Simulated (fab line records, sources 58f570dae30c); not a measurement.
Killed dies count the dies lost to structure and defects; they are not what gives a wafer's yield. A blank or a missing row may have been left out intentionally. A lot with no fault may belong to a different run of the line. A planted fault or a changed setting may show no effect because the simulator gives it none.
Check of tool commonality | flow berkeleyCmos170 | Lots sampled 14, wafers sampled 48

## REASON IT WAS OPENED
Of 14 lots, 2 have the reading PFIELD_TW flagged at UCB170_PFIELD_TW_MEAS_09. Fault-free wafers read 601, with a standard deviation of 4.1.
Rule: a lot is flagged in two cases, either no wafer of it has a number, or all its wafers with numbers fall more than 4 standard deviations from that mean. The other lots count as sound.

lot  | measured    | on           | PFIELD_TW, wafer by wafer | flag
L197 | day 4 21:52 | filmMetro-03 | 597 596 595               | 
L200 | day 5 15:32 | filmMetro-03 | 596 595 593               | 
L199 | day 5 15:49 | filmMetro-02 | 604 602 599               | 
L202 | day 5 22:43 | filmMetro-01 | 607 606 606               | 
L201 | day 5 22:59 | filmMetro-02 | 602 603 600               | 
L203 | day 6 05:55 | filmMetro-01 | 603 603 600               | 
L204 | day 6 06:10 | filmMetro-02 | 606 604 604               | 
L205 | day 6 17:55 | filmMetro-03 | 601 598 601               | 
L208 | day 7 20:56 | filmMetro-03 | 593 598 597               | 
L210 | day 8 02:19 | filmMetro-02 | 519 520 521 518 520 525   | FLAGGED
L211 | day 8 02:36 | filmMetro-02 | 521 520 518 519 518 516   | FLAGGED
L215 | day 9 04:23 | filmMetro-02 | 608 605 608               | 
L216 | day 9 12:47 | filmMetro-01 | 601 601 604               | 
L218 | day 9 22:04 | filmMetro-02 | 606 607 607               | 
The mean of the flagged lots' numbers is 520, -81 from the usual (-20 standard deviations).

## WHICH TOOL EACH LOT WENT THROUGH
The record keeps 1 process step preceding the reading, out of 331 steps on the route. Read each cell as the tool, then ch plus the chambers that the sampled wafers visited, then the start.
lot  | flag    | UCB170_PFIELD_IMPLANT_07
L197 |         | implanter-02 ch 0, day 4 21:38
L200 |         | implanter-04 ch 0, day 5 15:17
L199 |         | implanter-02 ch 0, day 5 15:34
L202 |         | implanter-04 ch 0, day 5 22:29
L201 |         | implanter-02 ch 0, day 5 22:44
L203 |         | implanter-02 ch 0, day 6 05:41
L204 |         | implanter-04 ch 0, day 6 05:55
L205 |         | implanter-04 ch 0, day 6 17:40
L208 |         | implanter-04 ch 0, day 7 20:41
L210 | FLAGGED | implanter-04 ch 0, day 8 02:04
L211 | FLAGGED | implanter-04 ch 0, day 8 02:24
L215 |         | implanter-02 ch 0, day 9 04:08
L216 |         | implanter-01 ch 0, day 9 12:32
L218 |         | implanter-01 ch 0, day 9 21:49
These steps, and what they do:
- UCB170_PFIELD_IMPLANT_07
- UCB170_PFIELD_TW_MEAS_09

## FLAGGED OVER TOTAL, TOOL BY TOOL (the gauges that took the reading come last)
step                     | tool         | lots run | flagged | share of the flagged lots | sound lots run after its first flagged lot
UCB170_PFIELD_IMPLANT_07 | implanter-01 | 2        | 0       | none                      | -
UCB170_PFIELD_IMPLANT_07 | implanter-02 | 5        | 0       | none                      | -
UCB170_PFIELD_IMPLANT_07 | implanter-04 | 7        | 2       | all                       | 0
UCB170_PFIELD_TW_MEAS_09 | filmMetro-01 | 3        | 0       | none                      | -
UCB170_PFIELD_TW_MEAS_09 | filmMetro-02 | 7        | 2       | all                       | 2 (L215,L218)
UCB170_PFIELD_TW_MEAS_09 | filmMetro-03 | 4        | 0       | none                      | -

## THE TABLE: WHAT IT ALLOWS
Rows of the table that ran all the flagged lots, 2 in number: implanter-04 at UCB170_PFIELD_IMPLANT_07; filmMetro-02 at UCB170_PFIELD_TW_MEAS_09.
- implanter-04 at UCB170_PFIELD_IMPLANT_07: 2 of its 7 lots flagged. Last sound lot L208 at day 7 20:41, first flagged lot L210 at day 8 02:04; a fault beginning in between fits. Its own readings (doseIonsCm2, faradayCurrentUA) fall more than 4 standard deviations out on all wafers of the flagged lots.
- filmMetro-02 at UCB170_PFIELD_TW_MEAS_09: 2 of its 7 lots flagged. Lots that were sound ran on it after the first flagged one (L215, L218); a persistent fault on the entire tool would not allow that.
One tool is left: implanter-04 at UCB170_PFIELD_IMPLANT_07.

## WHAT THE SIMULATOR HAD PUT IN
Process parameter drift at UCB170_PFIELD_IMPLANT_07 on implanter-04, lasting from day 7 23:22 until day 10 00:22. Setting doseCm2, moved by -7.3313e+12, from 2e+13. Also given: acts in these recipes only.
Shown lots that were struck: L210, L211. The rule above reached the same finding.
